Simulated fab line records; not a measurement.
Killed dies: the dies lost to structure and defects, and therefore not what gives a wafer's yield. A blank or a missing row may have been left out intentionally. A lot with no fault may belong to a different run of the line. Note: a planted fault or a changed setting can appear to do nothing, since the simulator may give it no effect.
2 desks, one fault || flow berkeley_cmos170 || each desk has only its own numbers; what lay behind them comes last

== THE METROLOGY DESK ==
What the gauges read for every lot (on any tool): the sampled wafers with a number, averaged. The brackets show how far a lot's mean lies from the usual mean; more than 4 standard deviations puts the lot out of limits, marked OUT.
Columns: A = NSD_TW at UCB170_NSD_TW_MEAS_10, usual 4188; B = PSD_RS at UCB170_SDANNEAL_RS_MEAS_02, usual 75.86 ohm/sq; C = CONTACT_OVL at UCB170_CONTACT_OVL_MEAS_16, usual 1 nm
{"lot": "L133", "first seen here": "day 8 05:09", "A": 4150, "B": 75.92, "C": 7}
{"lot": "L135", "first seen here": "day 9 02:39", "A": 4219, "B": 75.52, "C": 5}
{"lot": "L140", "first seen here": "day 10 02:01", "A": 4138, "B": 75.87, "C": -0}
{"lot": "L139", "first seen here": "day 10 02:09", "A": 4221, "B": 75.75, "C": 0}
{"lot": "L137", "first seen here": "day 10 03:13", "A": 4136, "B": 76.30, "C": -6}
{"lot": "L138", "first seen here": "day 10 03:20", "A": 4255, "B": 75.77, "C": -1}
{"lot": "L145", "first seen here": "day 10 18:36", "A": 4234, "B": 75.82, "C": 7}
{"lot": "L144", "first seen here": "day 10 18:52", "A": 4231, "B": 75.68, "C": -3}
{"lot": "L141", "first seen here": "day 10 18:53", "A": 4129, "B": 75.91, "C": 2}
{"lot": "L143", "first seen here": "day 10 19:04", "A": 4147, "B": 75.79, "C": 1}
{"lot": "L142", "first seen here": "day 10 19:21", "A": 4142, "B": 75.61, "C": 3}
{"lot": "L149", "first seen here": "day 11 08:41", "A": 4122, "B": 76.25, "C": -1}
{"lot": "L151", "first seen here": "day 11 09:08", "A": 4272, "B": 75.82, "C": "-"}
{"lot": "L150", "first seen here": "day 11 09:18", "A": 4254, "B": 75.81, "C": "-"}
{"lot": "L155", "first seen here": "day 12 11:05", "A": 4143, "B": 75.50, "C": "-"}
This desk's verdict: no lot among the 15 shows anything out of limits.

== THE TOOL OWNER'S DESK: krf_scanner-02 ==
The tool's own readings at UCB170_CONTACT_EXPOSE_12 (exposes mask CONT, target cd 700 nm): means of the sampled wafers that have a number, for each lot that ran on this tool. The brackets show how far a lot's mean lies from the usual mean; more than 4 standard deviations puts the lot out of limits, marked OUT.
Columns: A = exposure_dose_mJ_cm2 at UCB170_CONTACT_EXPOSE_12, usual 34.69; B = focus_offset_nm at UCB170_CONTACT_EXPOSE_12, usual 0.1 nm; C = stage_vel_mm_s at UCB170_CONTACT_EXPOSE_12, usual 500.01 mm/s
{"lot": "L133", "first seen here": "day 8 15:04", "A": 34.70, "B": 0.4, "C": 499.78}
{"lot": "L135", "first seen here": "day 9 13:43", "A": 34.70, "B": -0.0, "C": 500.60}
{"lot": "L139", "first seen here": "day 10 09:47", "A": 34.71, "B": -0.1, "C": 499.87}
{"lot": "L137", "first seen here": "day 10 10:44", "A": 34.74, "B": -0.5, "C": 499.98}
{"lot": "L140", "first seen here": "day 10 10:53", "A": 34.70, "B": 0.7, "C": 500.21}
{"lot": "L138", "first seen here": "day 10 14:03", "A": 34.66, "B": -0.1, "C": 500.22}
{"lot": "L143", "first seen here": "day 11 02:31", "A": 34.68, "B": 0.2, "C": 499.72}
{"lot": "L145", "first seen here": "day 11 02:38", "A": 34.70, "B": 0.7, "C": 499.80}
{"lot": "L144", "first seen here": "day 11 02:44", "A": 34.67, "B": 0.3, "C": 499.92}
{"lot": "L141", "first seen here": "day 11 03:06", "A": 34.69, "B": 0.3, "C": 499.65}
{"lot": "L142", "first seen here": "day 11 04:36", "A": 34.73, "B": 0.2, "C": 500.33}
{"lot": "L149", "first seen here": "day 11 13:58", "A": 34.71, "B": 0.5, "C": 499.86}
This desk's verdict: no lot among the 12 shows anything out of limits.

== TAKEN TOGETHER ==
Metrology desk: nothing out of limits seen.
Nothing out of limits was seen by the tool owner's desk.

== WHAT HAD BEEN PUT IN BY THE SIMULATOR ==
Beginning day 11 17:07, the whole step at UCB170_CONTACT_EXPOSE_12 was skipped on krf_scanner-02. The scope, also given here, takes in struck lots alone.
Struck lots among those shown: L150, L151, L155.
